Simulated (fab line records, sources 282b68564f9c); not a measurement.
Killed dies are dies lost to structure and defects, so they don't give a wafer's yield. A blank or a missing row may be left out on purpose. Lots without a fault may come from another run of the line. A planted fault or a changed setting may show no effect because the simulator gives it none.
Split-lot experiment | flow rit_cmos | 5 lots, 23 wafers read, on a route of 202 steps

THE SPLIT
At RIT_M1_COAT_04 (resist thk 1300 nm), the setting spin_rpm was moved away from the recipe's 2000 rpm on 11 of the 23 wafers read, by -7.1% to +4.6%. The other wafers ran this setting at the recipe's value.

FROM THE SPLIT TO THE READING: what the file shows between them, 1 step
- RIT_M1_HARDBAKE_11: time 120 s (also split here: temp_c)

THE READING
NOVOLAK_of_M1_COAT_04.thk_nm (the simulator's own value, which no gauge read), in nm, at RIT_M1_METAL_ETCH_12 (etches Al in Cl2/BCl3, stops on SiO2, time 165 s, target depth 600 nm). The file gives no usual value for it. The 12 wafers here that ran the recipe average 818.0 nm, standard deviation 13 nm.

wafer  | tool, chamber at the split | spin_rpm as run, rpm | against the recipe | NOVOLAK_of_M1_COAT_04.thk_nm, nm | against lot-mates on the recipe
L074.1 | litho_track-02, 0          | 1921                 | -3.9%              | 851                              | +41.3
L074.2 | litho_track-02, 0          | 2000                 | recipe             | 798.3                            | -
L074.3 | litho_track-02, 0          | 1921                 | -3.9%              | 827.3                            | +17.6
L074.5 | litho_track-02, 0          | 2000                 | recipe             | 828                              | -
L074.6 | litho_track-02, 0          | 2000                 | recipe             | 802.7                            | -
L075.2 | litho_track-04, 0          | 2091                 | +4.6%              | 785.1                            | -25.8
L075.3 | litho_track-04, 0          | 2091                 | +4.6%              | 787.3                            | -23.6
L075.4 | litho_track-04, 0          | 2091                 | +4.6%              | 787.3                            | -23.6
L075.5 | litho_track-04, 0          | 2000                 | recipe             | 815.7                            | -
L075.6 | litho_track-04, 0          | 2000                 | recipe             | 806.1                            | -
L083.2 | litho_track-01, 0          | 2000                 | recipe             | 808.2                            | -
L083.3 | litho_track-01, 0          | 1859                 | -7.1%              | 872.4                            | +66.0
L083.4 | litho_track-01, 0          | 1859                 | -7.1%              | 847.1                            | +40.7
L083.5 | litho_track-01, 0          | 1859                 | -7.1%              | 876                              | +69.6
L083.6 | litho_track-01, 0          | 2000                 | recipe             | 804.6                            | -
L084.1 | litho_track-01, 0          | 1867                 | -6.7%              | 853.2                            | +30.5
L084.2 | litho_track-01, 0          | 1867                 | -6.7%              | 871.9                            | +49.1
L084.3 | litho_track-01, 0          | 2000                 | recipe             | 821.9                            | -
L084.4 | litho_track-01, 0          | 1867                 | -6.7%              | 862                              | +39.2
L084.5 | litho_track-01, 0          | 2000                 | recipe             | 823.6                            | -
L085.2 | litho_track-02, 0          | 2000                 | recipe             | 838.3                            | -
L085.4 | litho_track-02, 0          | 2000                 | recipe             | 835.3                            | -
L085.6 | litho_track-02, 0          | 2000                 | recipe             | 832.8                            | -

THE FIT
A straight line over all 23 wafers: NOVOLAK_of_M1_COAT_04.thk_nm changes by -6.66 nm for each +1% of spin_rpm; r = -0.91; the points scatter about the line by 12 nm.
The same after taking each lot's own level away (the mean of its wafers on the recipe; 23 wafers): -6.75 nm for each +1%; r = -0.94; scatter 9.9 nm.
On that fit, the largest move of spin_rpm shifts the reading by 48 nm.
The lots' own levels span 806.40 to 835.47 nm, that is 2.2 times the standard deviation above.
So the lot-to-lot level changes the slope little: the two slopes agree.
Check: with one of the wafers moved furthest among these (-7.1%) left out of the fit, the line predicts +46.8 nm for it against its lot-mates. It came out at +66 nm against them.

OTHER SPLITS ON THESE WAFERS
These wafers also went through other splits before the reading. Each is held against what the fit with the lots' levels taken away leaves over:
other split on the same wafers      | wafers away from the commonest value | r with NOVOLAK_of_M1_COAT_04.thk_nm (lot level and that fit taken away)
RIT_ACTIVE_CVD_03 sih2cl2_flow_sccm | 18                                   | +0.28
RIT_FOX2_OXIDATION_00 temp_c        | 18                                   | +0.02
RIT_PWELL_IMPLANT_08 energy_kev     | 7                                    | -0.06
RIT_GATE_WET_ETCH_00 time_s         | 10                                   | +0.04
RIT_GATE_DEVELOP_15 dev_temp_c      | 10                                   | +0.21
RIT_NLDD_COAT_01 resist_thk_nm      | 4                                    | +0.13
RIT_NLDD_HARDBAKE_07 temp_c         | 9                                    | +0.23
RIT_PLDD_COAT_01 spin_rpm           | 9                                    | +0.14
RIT_SILICIDE_WET_ETCH_00 time_s     | 15                                   | +0.15
RIT_M1_HARDBAKE_11 temp_c           | 6                                    | +0.01

THE WHOLE CHAIN: every reading that the file lists as answering this split, in the file's order
step                 | what it does                                                          | reading                                                                       | change (the file's fit)              | r (the file's)
RIT_M1_COAT_04       | resist thk 1300 nm                                                    | NOVOLAK_of_M1_COAT_04.thk_nm (the simulator's own value, which no gauge read) | -6.66 nm for each +1% of the setting | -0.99
RIT_M1_HARDBAKE_11   | time 120 s                                                            | NOVOLAK_of_M1_COAT_04.thk_nm (the simulator's own value, which no gauge read) | -5.73 nm for each +1% of the setting | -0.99
RIT_M1_METAL_ETCH_12 | etches Al in Cl2/BCl3, stops on SiO2, time 165 s, target depth 600 nm | NOVOLAK_of_M1_COAT_04.thk_nm (the simulator's own value, which no gauge read) | -6.95 nm for each +1% of the setting | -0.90

THE FILE'S OWN FIT
NOVOLAK_of_M1_COAT_04.thk_nm changes by -6.95 nm for each +1% of spin_rpm, r = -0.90.
